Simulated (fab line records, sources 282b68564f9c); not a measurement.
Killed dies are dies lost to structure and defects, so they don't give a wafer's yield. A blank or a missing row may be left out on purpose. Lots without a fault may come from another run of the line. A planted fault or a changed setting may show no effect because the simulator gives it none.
Which tool did it? | flow rit_cmos | 14 lots, 42 wafers sampled, at 4 steps of a route of 202

WHAT THE GAUGES READ, wafer by wafer
RIT_M1_CD_MEAS_90: target cd 2600 nm. Usual: cd_nm 2600.2 nm, standard deviation 2.1.
lot  | measured    | on        | cd_nm (nm)           | flag
L201 | day 3 07:52 | cd_sem-02 | 2602.2 2601.9 2603.6 |
L202 | day 3 11:13 | cd_sem-01 | 2602.5 2598.2 2598.4 |
L203 | day 3 18:23 | cd_sem-02 | 2601.6 2602.7 2601.1 |
L204 | day 3 21:51 | cd_sem-01 | 2595.3 2600.1 2597.2 |
L206 | day 4 07:50 | cd_sem-02 | 2599.4 2598.8 2597.3 |
L208 | day 4 20:42 | cd_sem-01 | 2603.8 2602.4 2602.1 |
L211 | day 5 11:11 | cd_sem-01 | 2601.6 2600.6 2598.3 |
L215 | day 6 14:26 | cd_sem-02 | 2603.1 2603.4 2599.7 |
L216 | day 6 19:13 | cd_sem-02 | 2599.0 2596.2 2597.0 |
L218 | day 7 03:08 | cd_sem-02 | 2599.9 2600.5 2599.5 |
L219 | day 7 09:41 | cd_sem-02 | 2599.8 2598.6 2600.1 |
L220 | day 7 15:12 | cd_sem-02 | 2598.6 2601.7 2600.8 |
L223 | day 8 02:12 | cd_sem-02 | 2599.3 2598.3 2599.2 |
L224 | day 8 03:50 | cd_sem-02 | 2601.5 2601.3 2599.4 |

WHICH TOOL RAN EACH LOT (tool, then ch and the chambers of the sampled wafers, then the start)
lot  | RIT_PLDD_STRIP_09                   | RIT_PSD_STRIP_09                    | RIT_M1_STRIP_14
L201 | plasma_asher-01 ch 0,1, day 2 20:00 | plasma_asher-04 ch 0,1, day 3 01:28 | plasma_asher-03 ch 0,1, day 3 07:41
L202 | plasma_asher-02 ch 0,1, day 2 23:19 | plasma_asher-04 ch 0,1, day 3 04:47 | plasma_asher-02 ch 1, day 3 11:02
L203 | plasma_asher-01 ch 0,1, day 3 06:32 | plasma_asher-01 ch 0,1, day 3 12:00 | plasma_asher-02 ch 0,1, day 3 18:13
L204 | plasma_asher-03 ch 0,1, day 3 09:40 | plasma_asher-04 ch 0,1, day 3 15:19 | plasma_asher-03 ch 0,1, day 3 21:41
L206 | plasma_asher-03 ch 0,1, day 3 20:00 | plasma_asher-02 ch 0,1, day 4 01:29 | plasma_asher-03 ch 0,1, day 4 07:40
L208 | plasma_asher-02 ch 0,1, day 4 08:55 | plasma_asher-02 ch 0, day 4 14:26   | plasma_asher-01 ch 0,1, day 4 20:32
L211 | plasma_asher-02 ch 0,1, day 4 23:17 | plasma_asher-01 ch 0,1, day 5 04:55 | plasma_asher-01 ch 0,1, day 5 11:01
L215 | plasma_asher-02 ch 0,1, day 6 01:35 | plasma_asher-01 ch 0,1, day 6 07:09 | plasma_asher-02 ch 0,1, day 6 14:16
L216 | plasma_asher-03 ch 0,1, day 6 07:09 | plasma_asher-02 ch 0,1, day 6 12:53 | plasma_asher-03 ch 0,1, day 6 19:03
L218 | plasma_asher-02 ch 0,1, day 6 14:47 | plasma_asher-02 ch 0,1, day 6 20:40 | plasma_asher-02 ch 0,1, day 7 02:57
L219 | plasma_asher-02 ch 0,1, day 6 21:23 | plasma_asher-04 ch 0, day 7 03:00   | plasma_asher-03 ch 0, day 7 09:30
L220 | plasma_asher-03 ch 0,1, day 7 02:50 | plasma_asher-04 ch 0,1, day 7 09:01 | plasma_asher-03 ch 0,1, day 7 15:02
L223 | plasma_asher-03 ch 0,1, day 7 13:52 | plasma_asher-01 ch 0,1, day 7 19:45 | plasma_asher-01 ch 0,1, day 8 02:02
L224 | plasma_asher-02 ch 0,1, day 7 15:47 | plasma_asher-02 ch 0,1, day 7 21:24 | plasma_asher-03 ch 0,1, day 8 03:41
- RIT_PLDD_STRIP_09: strips in O2, time 180 s.
- RIT_PSD_STRIP_09: strips in O2, time 180 s.
- RIT_M1_STRIP_14: strips in O2, time 180 s.

WHAT THE TOOLS THEMSELVES READ (means of the sampled wafers that have a number; where no wafer has one, the mark that the record gives instead)
RIT_PLDD_STRIP_09. Usual: drypump_motor_current_A 5.5 A, standard deviation 0.55; run_length_s 208.6 s, standard deviation 0.52.
lot  | tool            | drypump_motor_current_A (A) | run_length_s (s) | flag
L201 | plasma_asher-01 | 4.9                         | 208.9            |
L202 | plasma_asher-02 | 5.6                         | 208.2            |
L203 | plasma_asher-01 | 4.9                         | 209.0            |
L204 | plasma_asher-03 | 5.9                         | 208.7            |
L206 | plasma_asher-03 | 5.4                         | 208.5            |
L208 | plasma_asher-02 | 5.9                         | 208.5            |
L211 | plasma_asher-02 | 5.6                         | 208.1            |
L215 | plasma_asher-02 | 5.6                         | 208.4            |
L216 | plasma_asher-03 | 5.8                         | 208.9            |
L218 | plasma_asher-02 | 5.9                         | 208.7            |
L219 | plasma_asher-02 | 5.9                         | 208.7            |
L220 | plasma_asher-03 | 5.5                         | 208.4            |
L223 | plasma_asher-03 | 5.8                         | 208.6            |
L224 | plasma_asher-02 | 5.6                         | 208.1            |

RIT_PSD_STRIP_09. Usual: drypump_motor_current_A 5.6 A, standard deviation 0.64; run_length_s 208.5 s, standard deviation 0.6.
lot  | tool            | drypump_motor_current_A (A) | run_length_s (s) | flag
L201 | plasma_asher-04 | 6.0                         | 208.4            |
L202 | plasma_asher-04 | 5.5                         | 208.2            |
L203 | plasma_asher-01 | 4.9                         | 209.0            |
L204 | plasma_asher-04 | 6.0                         | 208.0            |
L206 | plasma_asher-02 | 5.9                         | 208.6            |
L208 | plasma_asher-02 | 5.3                         | 208.0            |
L211 | plasma_asher-01 | 5.1                         | 208.9            |
L215 | plasma_asher-01 | 5.1                         | 208.8            |
L216 | plasma_asher-02 | 5.6                         | 208.3            |
L218 | plasma_asher-02 | 5.6                         | 208.3            |
L219 | plasma_asher-04 | 5.0                         | 208.9            |
L220 | plasma_asher-04 | 5.5                         | 208.4            |
L223 | plasma_asher-01 | 4.9                         | 209.0            |
L224 | plasma_asher-02 | 5.9                         | 208.5            |

RIT_M1_STRIP_14. Usual: drypump_motor_current_A 5.5 A, standard deviation 0.56; run_length_s 208.6 s, standard deviation 0.52.
lot  | tool            | drypump_motor_current_A (A) | run_length_s (s) | flag
L201 | plasma_asher-03 | 5.4                         | 208.4            |
L202 | plasma_asher-02 | 6.2                         | 208.8            |
L203 | plasma_asher-02 | 5.6                         | 208.2            |
L204 | plasma_asher-03 | 5.4                         | 208.5            |
L206 | plasma_asher-03 | 5.5                         | 208.3            |
L208 | plasma_asher-01 | 4.9                         | 208.9            |
L211 | plasma_asher-01 | 5.1                         | 208.9            |
L215 | plasma_asher-02 | 5.6                         | 218.0            | OFF
L216 | plasma_asher-03 | 5.4                         | 208.5            |
L218 | plasma_asher-02 | 5.6                         | 218.2            | OFF
L219 | plasma_asher-03 | 6.3                         | 209.1            |
L220 | plasma_asher-03 | 5.9                         | 208.9            |
L223 | plasma_asher-01 | 5.1                         | 208.9            |
L224 | plasma_asher-03 | 5.5                         | 208.6            |

THE ANSWER, worked out from the rows above alone
Rule: a lot is off if the mean of its wafers that have a number lies more than 3 standard deviations from the usual mean. A lot without any number at a reading at which 4 lots or more have one is off too. The other lots that the step has rows for count as sound. The gauges are gone through in route order, then the tools' own readings, and for those a lot's mean is taken as printed above. The first step at which some lot is off is used, and at that step the reading that is off furthest; a lot without a number counts as furthest.
Off: L215, L218, at RIT_M1_STRIP_14 (run_length_s).
A tool fits if, at that step or a process step before it, it ran every lot that is off, and no sound lot after the first of them. One fits: plasma_asher-02 at RIT_M1_STRIP_14. Its last sound lot is L203 (day 3 18:13), its first lot that is off L215 (day 6 14:16): a fault that began between those two fits.
The tool's own readings at RIT_M1_STRIP_14 bear it out: on the lots that are off they differ by more than 5 times the standard deviation of the sound lots' means. run_length_s reads 218.1 s there against 208.7 s on the sound lots.

WHAT THE SIMULATOR HAD PUT IN
Process parameter drift: plasma_asher-02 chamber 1, from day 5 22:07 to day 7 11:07, at RIT_M1_STRIP_14. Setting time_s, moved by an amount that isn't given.
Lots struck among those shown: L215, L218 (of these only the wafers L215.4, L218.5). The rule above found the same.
